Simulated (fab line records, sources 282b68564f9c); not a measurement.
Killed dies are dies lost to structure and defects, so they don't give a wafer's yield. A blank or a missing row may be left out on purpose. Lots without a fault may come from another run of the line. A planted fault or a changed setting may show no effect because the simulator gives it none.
Which tool did it? | flow rit_cmos | 7 lots, 21 wafers sampled, at 2 steps of a route of 202

WHAT THE GAUGES READ, wafer by wafer
RIT_NRETRO_OVL_MEAS_06.
lot  | measured    | on         | NRETRO_OVL (nm)
L298 | day 2 17:20 | overlay-02 | -1.6 -1.2 -1.5
L301 | day 3 10:23 | overlay-02 | -1.1 1.9 -0.7
L303 | day 3 17:00 | overlay-02 | 0.9 -0.3 -0.2
L307 | day 4 14:38 | overlay-01 | -0.2 -1.0 0.8
L309 | day 5 04:19 | overlay-01 | 417.2 419.8 419.0 417.8 420.0 419.5
L312 | day 5 20:59 | overlay-01 | 420.0 419.5 419.8 420.7 420.2 421.0
L317 | day 7 10:14 | overlay-01 | 0.2 0.5 -0.1

WHICH TOOL RAN EACH LOT (tool, then ch and the chambers of the sampled wafers, then the start)
lot  | RIT_NRETRO_EXPOSE_03
L298 | iline_stepper-02 ch 0, day 2 16:55
L301 | iline_stepper-01 ch 0, day 3 09:57
L303 | iline_stepper-02 ch 0, day 3 16:34
L307 | iline_stepper-01 ch 0, day 4 14:13
L309 | iline_stepper-02 ch 0, day 5 03:53
L312 | iline_stepper-02 ch 0, day 5 20:33
L317 | iline_stepper-01 ch 0, day 7 09:49
- RIT_NRETRO_EXPOSE_03: exposes mask M4, target cd 43900 nm.

THE ANSWER, worked out from the rows above alone
Rule: what is usual is taken from the lots themselves. Put in order of their means at a reading, lots are off if they are a third of the lots or fewer, leave a main group of 4 or more, and stand apart from it by a gap of 3 or more times the standard deviation of the main group's means; of several such gaps the widest counts. A main group whose means are all the same, to the digits that the tables above print for the reading, isn't used. A lot without any number at a reading at which 4 lots or more have one is off too. The other lots that the step has rows for count as sound.
Off: L309, L312, at RIT_NRETRO_OVL_MEAS_06 (NRETRO_OVL). The main group: mean -0.2 nm, standard deviation 0.61.
A tool fits if, at a process step before that reading, it ran every lot that is off, and no sound lot after the first of them. The gauges at RIT_NRETRO_OVL_MEAS_06 are tried like those tools. One fits: iline_stepper-02 at RIT_NRETRO_EXPOSE_03. Its last sound lot is L303 (day 3 16:34), its first lot that is off L309 (day 5 03:53): a fault that began between those two fits.

WHAT THE SIMULATOR HAD PUT IN
Scanner matching overlay: iline_stepper-02, from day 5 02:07 on, at RIT_NRETRO_EXPOSE_03. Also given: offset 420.
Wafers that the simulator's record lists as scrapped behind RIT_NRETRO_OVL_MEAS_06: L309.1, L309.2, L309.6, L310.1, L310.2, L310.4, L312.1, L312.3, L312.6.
Lots struck among those shown: L309, L312. The rule above found the same.
